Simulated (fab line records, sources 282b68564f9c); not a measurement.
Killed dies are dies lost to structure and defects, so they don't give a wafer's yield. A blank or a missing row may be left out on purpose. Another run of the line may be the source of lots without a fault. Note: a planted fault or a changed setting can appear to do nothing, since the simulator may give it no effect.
The tool behind it: which one? || flow rit_cmos || at 1 step of a route of 202, 15 lots with 45 wafers sampled

## WHAT THE GAUGES SHOWED, per wafer
The record holds no reading of a measuring or inspecting step that can be judged against a usual standard deviation.

## WHICH TOOL RAN EACH LOT (tool, then ch and the chambers of the sampled wafers, then the start)
{"lot": "L290", "RIT_PSD_EXPOSE_03": "iline_stepper-01 ch 0, day 3 01:00"}
{"lot": "L292", "RIT_PSD_EXPOSE_03": "iline_stepper-02 ch 0, day 3 11:24"}
{"lot": "L293", "RIT_PSD_EXPOSE_03": "iline_stepper-01 ch 0, day 3 15:11"}
{"lot": "L294", "RIT_PSD_EXPOSE_03": "iline_stepper-02 ch 0, day 3 21:10"}
{"lot": "L295", "RIT_PSD_EXPOSE_03": "iline_stepper-01 ch 0, day 4 04:31"}
{"lot": "L296", "RIT_PSD_EXPOSE_03": "iline_stepper-01 ch 0, day 4 06:23"}
{"lot": "L297", "RIT_PSD_EXPOSE_03": "iline_stepper-01 ch 0, day 4 11:25"}
{"lot": "L298", "RIT_PSD_EXPOSE_03": "iline_stepper-02 ch 0, day 4 17:10"}
{"lot": "L299", "RIT_PSD_EXPOSE_03": "iline_stepper-02 ch 0, day 5 02:54"}
{"lot": "L303", "RIT_PSD_EXPOSE_03": "iline_stepper-01, day 5 19:26"}
{"lot": "L304", "RIT_PSD_EXPOSE_03": "iline_stepper-01, day 6 04:55"}
{"lot": "L305", "RIT_PSD_EXPOSE_03": "iline_stepper-02, day 6 07:29"}
{"lot": "L307", "RIT_PSD_EXPOSE_03": "iline_stepper-01 ch 0, day 6 15:05"}
{"lot": "L308", "RIT_PSD_EXPOSE_03": "iline_stepper-01 ch 0, day 6 23:53"}
{"lot": "L310", "RIT_PSD_EXPOSE_03": "iline_stepper-01 ch 0, day 7 04:18"}
- RIT_PSD_EXPOSE_03: exposes mask M10, target cd 40900 nm.

## WHAT THE TOOLS THEMSELVES READ (means of the sampled wafers that have a number; where no wafer has one, the mark that the record gives instead)
RIT_PSD_EXPOSE_03.
{"lot": "L290", "tool": "iline_stepper-01", "exposure_dose_mJ_cm2": 249.73, "focus_offset_nm (nm)": -0.1}
{"lot": "L292", "tool": "iline_stepper-02", "exposure_dose_mJ_cm2": 250.16, "focus_offset_nm (nm)": 0.2}
{"lot": "L293", "tool": "iline_stepper-01", "exposure_dose_mJ_cm2": 250.16, "focus_offset_nm (nm)": -0.2}
{"lot": "L294", "tool": "iline_stepper-02", "exposure_dose_mJ_cm2": 249.91, "focus_offset_nm (nm)": 0.1}
{"lot": "L295", "tool": "iline_stepper-01", "exposure_dose_mJ_cm2": 250.12, "focus_offset_nm (nm)": -0.3}
{"lot": "L296", "tool": "iline_stepper-01", "exposure_dose_mJ_cm2": 250.06, "focus_offset_nm (nm)": 0.7}
{"lot": "L297", "tool": "iline_stepper-01", "exposure_dose_mJ_cm2": 249.83, "focus_offset_nm (nm)": -0.7}
{"lot": "L298", "tool": "iline_stepper-02", "exposure_dose_mJ_cm2": 249.89, "focus_offset_nm (nm)": -0.3}
{"lot": "L299", "tool": "iline_stepper-02", "exposure_dose_mJ_cm2": 249.69, "focus_offset_nm (nm)": -0.4}
{"lot": "L303", "tool": "iline_stepper-01", "exposure_dose_mJ_cm2": "-", "focus_offset_nm (nm)": "-"}
{"lot": "L304", "tool": "iline_stepper-01", "exposure_dose_mJ_cm2": "-", "focus_offset_nm (nm)": "-"}
{"lot": "L305", "tool": "iline_stepper-02", "exposure_dose_mJ_cm2": "-", "focus_offset_nm (nm)": "-"}
{"lot": "L307", "tool": "iline_stepper-01", "exposure_dose_mJ_cm2": 249.95, "focus_offset_nm (nm)": -0.2}
{"lot": "L308", "tool": "iline_stepper-01", "exposure_dose_mJ_cm2": 250.01, "focus_offset_nm (nm)": -0.4}
{"lot": "L310", "tool": "iline_stepper-01", "exposure_dose_mJ_cm2": 250.18, "focus_offset_nm (nm)": 0.3}

## THE ANSWER, worked out from the rows above alone
Rule: the lots themselves supply what counts as usual. The widest of any qualifying gaps counts: lots, ordered by their means at a reading, are off when they make up no more than a third of the lots, leave a main group of 4 or more, and stand apart from it by 3 or more times the standard deviation of that group's means. A main group is skipped when, at the precision printed for the reading in the tables above, its means are all equal. Also off: a lot with no number at a reading for which 4 or more lots have one. The other lots that the step has rows for count as sound. The gauges are gone through in route order, then the tools' own readings, and for those a lot's mean is taken as printed above. At the first step where some lot is off, the reading lying furthest off is the one used; lots without a number count as furthest.
Off: L303, L304, L305, at RIT_PSD_EXPOSE_03 (exposure_dose_mJ_cm2). Without a number there: L303, L304, L305. For the main group the mean is 249.97 and the standard deviation 0.16.
If a tool, at that step or one of the process steps before it, ran each lot that is off and ran no sound lot following the first of them, it fits. Not one of the candidates tried fits.

## WHAT WAS PUT IN BY THE SIMULATOR
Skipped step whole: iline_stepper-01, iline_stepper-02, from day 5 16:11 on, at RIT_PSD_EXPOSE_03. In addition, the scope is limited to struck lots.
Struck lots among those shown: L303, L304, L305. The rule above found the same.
